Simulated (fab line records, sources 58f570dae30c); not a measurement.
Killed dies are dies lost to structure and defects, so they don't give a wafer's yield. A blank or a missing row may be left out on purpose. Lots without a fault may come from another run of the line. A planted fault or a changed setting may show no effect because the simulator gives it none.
Tool commonality check | flow berkeley_cmos170 | 13 lots, 39 wafers sampled

WHY IT WAS OPENED
At UCB170_NLDD_CD_MEAS_06 the reading cd_nm is flagged on 1 of 13 lots. Wafers without a fault read 1199.7 nm, standard deviation 1.4.
Rule: a lot is flagged when every wafer of it that has a number lies more than 4 standard deviations from that mean, or none has a number. The other lots count as sound.

lot  | measured     | on        | cd_nm (nm), wafer by wafer | flag
L368 | day 8 07:44  | cd_sem-01 | 1200.8 1203.0 1203.5       |
L365 | day 8 08:58  | cd_sem-01 | 1198.3 1199.5 1199.1       |
L367 | day 8 09:25  | cd_sem-02 | 1198.8 1199.6 1198.7       |
L366 | day 8 09:55  | cd_sem-01 | 957.1 957.1 956.3          | FLAGGED
L372 | day 9 02:41  | cd_sem-01 | 1201.9 1201.8 1200.6       |
L375 | day 9 15:26  | cd_sem-01 | 1199.6 1199.0 1199.3       |
L377 | day 11 01:23 | cd_sem-01 | 1197.4 1198.0 1197.7       |
L379 | day 11 01:34 | cd_sem-02 | 1199.4 1198.8 1199.5       |
L378 | day 11 02:13 | cd_sem-01 | 1200.2 1200.6 1200.5       |
L382 | day 11 02:25 | cd_sem-01 | 1198.6 1197.5 1199.2       |
L380 | day 11 02:29 | cd_sem-02 | 1199.8 1199.2 1198.8       |
L384 | day 12 02:07 | cd_sem-01 | 1200.7 1199.3 1202.0       |
L383 | day 12 02:34 | cd_sem-02 | 1199.7 1199.0 1199.5       |
The numbers of the flagged lots are 956.8 nm on average: -242.9 nm against the usual, or -99 or more standard deviations.

WHICH TOOL RAN EACH LOT
The record holds 3 process steps before the reading, out of a route of 331 steps. In each cell: the tool, then ch and the chambers that the sampled wafers went through, then the start.
lot  | flag    | UCB170_ZERO_STRIP_07                | UCB170_PWELL_STRIP_16               | UCB170_NLDD_EXPOSE_03
L368 |         | plasma_asher-03 ch 0,1, day 3 00:16 | plasma_asher-04 ch 0,1, day 4 04:29 | krf_scanner-02 ch 0, day 8 06:26
L365 |         | plasma_asher-02 ch 0,1, day 2 17:31 | plasma_asher-01 ch 0,1, day 4 04:46 | krf_scanner-02 ch 0, day 8 07:20
L367 |         | plasma_asher-02 ch 0,1, day 3 00:04 | plasma_asher-01 ch 0,1, day 4 04:28 | krf_scanner-02 ch 0, day 8 07:57
L366 | FLAGGED | plasma_asher-01 ch 0,1, day 2 17:49 | plasma_asher-01 ch 0,1, day 4 04:13 | krf_scanner-01 ch 0, day 8 08:10
L372 |         | plasma_asher-03 ch 0,1, day 4 00:13 | plasma_asher-02 ch 0,1, day 5 12:52 | krf_scanner-01 ch 0, day 9 01:59
L375 |         | plasma_asher-01 ch 0,1, day 4 09:31 | plasma_asher-01 ch 0,1, day 5 20:01 | krf_scanner-02 ch 0, day 9 14:23
L377 |         | plasma_asher-01 ch 0,1, day 5 08:43 | plasma_asher-04 ch 0,1, day 6 20:47 | krf_scanner-01 ch 0, day 11 00:20
L379 |         | plasma_asher-02 ch 0,1, day 5 18:35 | plasma_asher-02 ch 0,1, day 6 22:57 | krf_scanner-01 ch 0, day 11 00:28
L378 |         | plasma_asher-03 ch 0,1, day 5 08:56 | plasma_asher-01 ch 0,1, day 6 19:59 | krf_scanner-01 ch 0, day 11 01:07
L382 |         | plasma_asher-03 ch 0,1, day 5 21:04 | plasma_asher-01 ch 0,1, day 7 05:31 | krf_scanner-02 ch 0, day 11 01:28
L380 |         | plasma_asher-01 ch 0,1, day 5 18:19 | plasma_asher-01 ch 0,1, day 6 23:19 | krf_scanner-01 ch 0, day 11 01:40
L384 |         | plasma_asher-02 ch 0,1, day 6 12:14 | plasma_asher-01 ch 0,1, day 7 23:22 | krf_scanner-02 ch 0, day 12 01:44
L383 |         | plasma_asher-01 ch 0,1, day 6 05:48 | plasma_asher-02 ch 0,1, day 7 22:58 | krf_scanner-01 ch 0, day 12 02:10
What these steps do:
- UCB170_ZERO_STRIP_07: strips in O2.
- UCB170_PWELL_STRIP_16: strips in O2.
- UCB170_NLDD_EXPOSE_03: exposes mask NSELECT, target cd 1200 nm.
- UCB170_NLDD_CD_MEAS_06: target cd 1200 nm.

FLAGGED OVER TOTAL, TOOL BY TOOL (the gauges that took the reading come last)
step                   | tool            | lots run | flagged | share of the flagged lots | sound lots run after its first flagged lot
UCB170_ZERO_STRIP_07   | plasma_asher-01 | 5        | 1       | all                       | 4 (L375,L377,L380,L383)
UCB170_ZERO_STRIP_07   | plasma_asher-02 | 4        | 0       | none                      | -
UCB170_ZERO_STRIP_07   | plasma_asher-03 | 4        | 0       | none                      | -
UCB170_PWELL_STRIP_16  | plasma_asher-01 | 8        | 1       | all                       | 7 (L367,L365,L375,L378,L380,L382,L384)
UCB170_PWELL_STRIP_16  | plasma_asher-02 | 3        | 0       | none                      | -
UCB170_PWELL_STRIP_16  | plasma_asher-04 | 2        | 0       | none                      | -
UCB170_NLDD_EXPOSE_03  | krf_scanner-01  | 7        | 1       | all                       | 6 (L372,L377,L379,L378,L380,L383)
UCB170_NLDD_EXPOSE_03  | krf_scanner-02  | 6        | 0       | none                      | -
UCB170_NLDD_CD_MEAS_06 | cd_sem-01       | 9        | 1       | all                       | 6 (L372,L375,L377,L378,L382,L384)
UCB170_NLDD_CD_MEAS_06 | cd_sem-02       | 4        | 0       | none                      | -

WHAT THE TABLE ALLOWS
4 rows of the table ran every flagged lot: plasma_asher-01 at UCB170_ZERO_STRIP_07, plasma_asher-01 at UCB170_PWELL_STRIP_16, krf_scanner-01 at UCB170_NLDD_EXPOSE_03, cd_sem-01 at UCB170_NLDD_CD_MEAS_06.
- plasma_asher-01 at UCB170_ZERO_STRIP_07: 1 of its 5 lots flagged. Sound lots ran on it after the first flagged one (L375, L377, L380, L383), which a lasting fault on the whole tool wouldn't allow.
- plasma_asher-01 at UCB170_PWELL_STRIP_16: 1 of its 8 lots flagged. Sound lots ran on it after the first flagged one (L367, L365, L375, L378, L380, L382, L384), which a lasting fault on the whole tool wouldn't allow.
- krf_scanner-01 at UCB170_NLDD_EXPOSE_03: 1 of its 7 lots flagged. Sound lots ran on it after the first flagged one (L372, L377, L379, L378, L380, L383), which a lasting fault on the whole tool wouldn't allow.
- cd_sem-01 at UCB170_NLDD_CD_MEAS_06: 1 of its 9 lots flagged. Sound lots ran on it after the first flagged one (L372, L375, L377, L378, L382, L384), which a lasting fault on the whole tool wouldn't allow.
No row of the table ran every flagged lot and no sound lot after the first.

WHAT THE SIMULATOR HAD PUT IN
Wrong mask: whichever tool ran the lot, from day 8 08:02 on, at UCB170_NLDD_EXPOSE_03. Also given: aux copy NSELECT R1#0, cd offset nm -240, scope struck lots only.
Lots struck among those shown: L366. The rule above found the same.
